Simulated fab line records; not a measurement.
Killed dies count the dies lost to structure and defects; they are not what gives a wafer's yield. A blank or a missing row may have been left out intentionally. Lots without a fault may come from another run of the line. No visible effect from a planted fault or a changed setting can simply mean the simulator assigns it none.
Problem report, 8D (eight disciplines) form, completed by code -- flow rit-cmos -- the parts of the form that need people (team, actions taken, sign-off) are left out

## 1. THE ISSUE
Mean of developer-temp-C at RIT_GATE_DEVELOP_15: 23.75 C across 6 wafers in 2 lots; on wafers with no fault it is 23.02 C (standard deviation 0.097). That puts it +7.6 standard deviations away from the usual mean.
The step: develop time 50 s.
First seen on wafer L579.4, day 5 20:00, on litho-track-04. The record has a number at this step for 42 wafers belonging to 14 lots. Rule for "out", or "out of limits": more than 4 standard deviations from the usual mean. All remaining wafers that have a number are taken as sound.

## 2. WHAT THIS IS AND IS NOT
question,is,is not
which readings at this step,developer-temp-C,-
which lots,"L579, L581","L564, L566, L567, L568, L569, L570, L571, L573, L578, L583, L585, L586"
which wafers of those lots,all that have a number,-
read on which tools,litho-track-04,"litho-track-01, litho-track-02"
when,from day 5 20:00,"up to then (27 sound wafers); but 9 sound wafers of L583, L585, L586 came after"

## 3. WHAT RULES OUT EACH SUSPECT
Counting: a tool at a process step up to the reading stays a suspect if it ran every lot that is out and no sound lot after the first of them.
- litho-track-04 at RIT_GATE_DEVELOP_15 (develop time 50 s): kept. All lots that are out passed through it, beginning with L579 at day 5 20:00, and no sound lot followed; its final sound lot before that point was L578 at day 5 19:00. Its own developer-temp-C readings are out on those wafers.
Left after counting: litho-track-04 at RIT_GATE_DEVELOP_15.

## 4. THE CAUSE (what the simulator had put in)
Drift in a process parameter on litho-track-04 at RIT_GATE_DEVELOP_15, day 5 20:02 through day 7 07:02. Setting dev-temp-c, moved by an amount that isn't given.
Only this tool survived the counting.

## 5. THE CHAIN OF EFFECTS, in route order
Rows list readings where the struck wafers' mean (over those with a number) sits beyond 3 standard deviations from the usual. Only readings for which the record gives a usual standard deviation are gone through. hours: the time from each lot's start at the first step in this table that gives one to its start at this step, as a median over the lots. sigmas: the change in usual standard deviations.
hours,step,reading,usual,on struck wafers,change,sigmas
0,RIT_GATE_DEVELOP_15,developer-temp-C,23.02 C,23.75,+0.73,+7.6
Its process steps:
- RIT_GATE_DEVELOP_15: develop time 50 s.

## 6. HOW IT WOULD HAVE BEEN CAUGHT EARLIER
In this record the first reading out of limits was taken at day 5 20:00.
